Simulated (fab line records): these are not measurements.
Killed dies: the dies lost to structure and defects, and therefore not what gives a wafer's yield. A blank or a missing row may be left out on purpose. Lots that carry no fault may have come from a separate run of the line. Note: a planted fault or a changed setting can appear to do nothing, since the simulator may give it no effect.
Comparing a struck lot with a sound one	flow rit-cmos	15 steps out of a route of 202
Sound: these wafers, L341.1, L341.3, L341.4. Wafers struck: L339.2, L339.4, L339.5. At the end, the cause is stated.
For every step that has rows: the tool of each side, followed by ch and its chambers, followed by its first start. Under that, the readings that differ: sound wafers	struck wafers	difference of the means	sigmas: that difference in standard deviations of wafers without a fault.
alike: words and numbers the same on both sides, and readings whose means are apart by under 2 such deviations; not compared: readings that were withheld, readings missing a value for some wafer, numbers with overlapping values and no deviation given by the record, and bounds like >300 which may hide the same value.
The two part at a step that has a row with sigmas, a row that says differs or no value, or rows on one side only. Non-overlapping numbers with no deviation appear without sigmas and do not part them. A reading that every wafer of one side lacks parts them only if that side has two wafers or more.

first, 4 steps without rows for these wafers: RIT_REOX_CLEAN_00 (cleans in SC1, time 600 s); RIT_REOX_CLEAN_01 (cleans in dHF, time 30 s); RIT_REOX_CLEAN_02 (cleans in SC2, time 600 s); RIT_REOX_OXIDATION_03 (target thk 25.2 nm, ox time 5580 s).
RIT_REOX_THK_MEAS_04:
  sound on film-metro-03 at day 6 11:22; struck on film-metro-04 at day 6 04:06
  alike: REOX_OXIDE_THK
then, 6 steps without rows for these wafers: RIT_NLDD_HMDS_00 (prime time 60 s); RIT_NLDD_COAT_01 (resist thk 1000 nm); RIT_NLDD_SOFTBAKE_02 (time 60 s); RIT_NLDD_EXPOSE_03 (exposes mask M7, target cd 40700 nm); RIT_NLDD_PEB_04; RIT_NLDD_DEVELOP_05 (develop time 50 s).
RIT_NLDD_OVL_MEAS_06:
  sound on overlay-02 at day 6 12:41; struck on overlay-02 at day 6 05:00
  alike: NLDD_OVL
RIT_NLDD_HARDBAKE_07: time 60 s.
  sound on litho-track-03 ch 0, day 6 12:50; struck on litho-track-04 ch 0, day 6 05:09
reading	sound	struck	difference	sigmas
heater-power-total-W (W)	62.52 62.51 62.52	63.09 63.15 63.16	+0.62	+13
plate-temp-C (C)	139.94 140.18 140.20	140.93 140.84 141.05	+0.83	+6
then, 1 step without rows for these wafers: RIT_NLDD_IMPLANT_08.
RIT_M1_PROBE_99:
  sound on prober-02 at day 7 05:26; struck on prober-02 at day 6 21:01
  alike: killed-at-contacts, killed-at-front-end, killed-dies, killed-open, killed-short

== WHERE THEY PART ==
RIT_NLDD_HARDBAKE_07 only, going by this record. Later steps at which nothing parts them and some readings are alike: RIT_M1_PROBE_99.

WHY: what the simulator had put in
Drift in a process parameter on litho-track-04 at RIT_NLDD_HARDBAKE_07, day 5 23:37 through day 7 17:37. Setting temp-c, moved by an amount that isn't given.
